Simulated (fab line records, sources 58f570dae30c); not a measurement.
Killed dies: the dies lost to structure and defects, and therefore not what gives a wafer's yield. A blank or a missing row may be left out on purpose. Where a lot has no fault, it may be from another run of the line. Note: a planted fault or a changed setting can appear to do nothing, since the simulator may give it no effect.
Split-lot experiment    flow berkeley cmos170    23 wafers read across 5 lots, on a route 331 steps long

ABOUT THE SPLIT
At UCB170_PFIELD_IMPLANT_07, the setting energy kev was moved away from the recipe's 80 on 10 of the 23 wafers read, by -5.3% to +3.9%. The other wafers ran this setting at the recipe's value.

The split's own step is where the reading is taken.

THE READING
The simulator's own value implant.drp nm, read by no gauge, in nm at UCB170_PFIELD_IMPLANT_07. The file does not state a usual value for it.

wafer   tool, chamber at the split  energy kev as run  against the recipe  implant.drp nm, nm  against lot-mates on the recipe
L074.1  implanter-03, 0             75.76              -5.3%               72.89               -1.97
L074.2  implanter-03, 0             75.76              -5.3%               72.89               -1.97
L074.4  implanter-03, 0             80                 recipe              74.86               -
L074.5  implanter-03, 0             80                 recipe              74.86               -
L074.6  implanter-03, 0             80                 recipe              74.86               -
L075.1  implanter-01, 0             83.1               +3.9%               76.2                +1.34
L075.4  implanter-01, 0             83.1               +3.9%               76.2                +1.34
L075.2  implanter-01, 0             80                 recipe              74.86               -
L075.5  implanter-01, 0             80                 recipe              74.86               -
L075.6  implanter-01, 0             80                 recipe              74.86               -
L080.1  implanter-01, 0             80                 recipe              74.86               -
L080.4  implanter-01, 0             80                 recipe              74.86               -
L080.6  implanter-01, 0             80                 recipe              74.86               -
L082.1  implanter-02, 0             76.78              -4.0%               73.38               -1.48
L082.3  implanter-02, 0             76.78              -4.0%               73.38               -1.48
L082.6  implanter-02, 0             76.78              -4.0%               73.38               -1.48
L082.4  implanter-02, 0             80                 recipe              74.86               -
L082.5  implanter-02, 0             80                 recipe              74.86               -
L083.2  implanter-02, 0             78.17              -2.3%               74.02               -0.84
L083.4  implanter-02, 0             78.17              -2.3%               74.02               -0.84
L083.5  implanter-02, 0             78.17              -2.3%               74.02               -0.84
L083.3  implanter-02, 0             80                 recipe              74.86               -
L083.6  implanter-02, 0             80                 recipe              74.86               -

THE FIT
A straight line over all 23 wafers: implant.drp nm changes by +0.363 nm for each +1% of energy kev; r = +1.00; the points scatter about the line by 0.022 nm.
The same after taking each lot's own level away (the mean of its wafers on the recipe; 23 wafers): +0.363 nm for each +1%; r = +1.00; scatter 0.022 nm.
According to that fit, moving energy kev by its largest amount changes the reading by 1.9 nm.
The lots' own levels span 74.860 to 74.860 nm.
So the lot-to-lot level changes the slope little: the two slopes agree.
Check: for one of the wafers moved furthest among these (-5.3%), held out of the fit, the line's prediction against its lot-mates is -1.93 nm. Against them it came out at -1.97 nm.

THESE WAFERS: OTHER SPLITS
Other splits were also applied to these wafers ahead of the reading. Each is held against what the fit with the lots' levels taken away leaves over:
other split on the same wafers         wafers away from the commonest value  r with implant.drp nm (lot level and that fit taken away)
UCB170_NWELL_ETCH_13 time s            10                                    -0.28
UCB170_PWELL_CVD_05 sih2cl2 flow sccm  15                                    -0.04
UCB170_ACTIVE_EXPOSE_10 dose mj        5                                     +0.31

THE WHOLE CHAIN: every reading that the file lists as answering this split, in the file's order
step                      what it does  reading                                                          change (the file's fit)                r (the file's)
UCB170_PFIELD_IMPLANT_07                implant.rp nm (the simulator's own value, which no gauge read)   +2.13 nm for each +1% of the setting   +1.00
UCB170_PFIELD_IMPLANT_07                implant.drp nm (the simulator's own value, which no gauge read)  +0.364 nm for each +1% of the setting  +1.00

FILE'S OWN FIT
implant.drp nm changes by +0.364 nm for each +1% of energy kev, r = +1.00.
